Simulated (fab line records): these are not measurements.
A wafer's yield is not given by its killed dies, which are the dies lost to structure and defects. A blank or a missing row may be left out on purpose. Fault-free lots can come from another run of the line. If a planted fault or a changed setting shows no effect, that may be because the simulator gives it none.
A lot that was struck, set against a sound lot || flow rit-cmos || 19 steps out of a route of 202
Sound: these wafers, L182.1, L182.4, L182.5. Wafers struck: L187.1, L187.2, L187.3. At the end, the cause is stated.
Each step with rows lists, per side, the tool, then ch with its chambers, then its first start. Under that, the readings that differ: sound wafers || struck wafers || difference of the means || sigmas: that difference in standard deviations of wafers without a fault.
alike: words and numbers the same on both sides, and readings whose means are apart by under 2 such deviations; not compared: readings that were withheld, readings missing a value for some wafer, numbers with overlapping values and no deviation given by the record, and bounds like >300 which may hide the same value.
Wherever a step has rows on one side only, a row that says differs or no value, or a row with sigmas, the two part there. Numbers that have no deviation but don't overlap get no sigmas and don't part them. A reading that every wafer of one side lacks parts them only if that side has two wafers or more.

first, 1 step without rows for these wafers: RIT_GATE_CLEAN_04 (cleans in dHF, time 60 s).
RIT_FOX2_THK_MEAS_91:
  struck on film-metro-03, day 4 06:50; sound on film-metro-01, day 3 05:17
  alike: FIELD_OXIDE_LEFT_2_THK
then, 2 steps without rows for these wafers: RIT_GATE_OXIDATION_05 (target thk 3 nm, ox time 270 s); RIT_GATE_ANNEAL_06 (time 600 s).
RIT_GATE_THK_MEAS_07:
  struck on film-metro-03, day 4 11:07; sound on film-metro-04, day 3 06:40
  alike: GATE_OXIDE_THK
then, 1 step without rows for these wafers: RIT_GATE_CVD_08 (deposits poly-Si from SiH4, target thk 250 nm, time 2220 s).
RIT_GATE_THK_MEAS_09:
  struck on film-metro-01, day 4 14:05; sound on film-metro-01, day 3 09:42
  alike: GATE_POLY_THK
then, 5 steps without rows for these wafers: RIT_GATE_HMDS_10 (prime time 60 s); RIT_GATE_COAT_11 (resist thk 857.1 nm); RIT_GATE_SOFTBAKE_12 (time 60 s); RIT_GATE_EXPOSE_13 (exposes mask M6, target cd 150 nm); RIT_GATE_PEB_14.
RIT_GATE_DEVELOP_15: develop time 50 s.
  sound on litho-track-04 ch 0, day 3 10:00; struck on litho-track-01 ch 0, day 4 14:00
{"reading": "developer-temp-C (C)", "sound": "22.96 22.96 22.89", "struck": "22.26 22.31 22.10", "difference": -0.71, "sigmas": -6}
  alike: chill-plate-temp-C
RIT_GATE_CD_MEAS_16: the cd target is 150 nm.
  struck on cd-sem-02, day 4 15:08; sound on cd-sem-01, day 3 10:39
  alike: cd-nm
RIT_GATE_OVL_MEAS_17:
  struck on overlay-02, day 4 15:15; sound on overlay-02, day 3 10:46
  alike: GATE_OVL
then, 1 step without rows for these wafers: RIT_GATE_HARDBAKE_18 (time 60 s).
RIT_GATE_ETCH_19: etches poly-Si in SF6/CHF3/O2, stops on SiO2, time 165 s, target depth 312.5 nm.
  sound on rie-si-02 ch 1,2,3, day 3 11:01; struck on rie-si-01 ch 0,2,3, day 4 15:29
{"reading": "model.GATE.cd-nm (nm)", "sound": "149.5 152.6 151.1", "struck": "148.9 145.5 146.6", "difference": -4.1, "sigmas": ""}
  alike: chamber-pressure-mTorr, drypump-motor-current-A, oes-product-au, throttle-valve-pct
  not compared: rf-hours-counter-h
RIT_GATE_STRIP_20: strips in O2, time 180 s.
  sound on plasma-asher-04 ch 0,1, day 3 11:08; struck on plasma-asher-04 ch 0,1, day 4 15:35
  alike: chamber-pressure-mTorr, drypump-motor-current-A
  not compared: rf-hours-counter-h
RIT_M1_PROBE_99:
  struck on prober-01, day 5 10:55; sound on prober-01, day 4 08:21
{"reading": "model.etest.ppoly-line.width-nm (nm)", "sound": "101.1 104 102.5", "struck": "99.61 97.09 98.22", "difference": -4.23, "sigmas": ""}
{"reading": "model.etest.npoly-line.width-nm (nm)", "sound": "99.94 102.7 101.3", "struck": "98.69 95.98 97.07", "difference": -4.07, "sigmas": ""}
{"reading": "model.etest.nmos_0p15.bv-v (V)", "sound": "5.459 5.448 5.437", "struck": "5.471 5.494 5.511", "difference": "+0.044", "sigmas": ""}
  alike: killed-at-contacts, killed-at-front-end, killed-dies, killed-open, killed-short

== WHERE THEY PART ==
Within this record, at RIT_GATE_DEVELOP_15 only. Later steps at which nothing parts them and some readings are alike: RIT_GATE_CD_MEAS_16, RIT_GATE_OVL_MEAS_17, RIT_GATE_ETCH_19, RIT_GATE_STRIP_20, RIT_M1_PROBE_99.

WHY: what the simulator had put in
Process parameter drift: litho-track-01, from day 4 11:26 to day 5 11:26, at RIT_GATE_DEVELOP_15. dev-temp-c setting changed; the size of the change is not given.
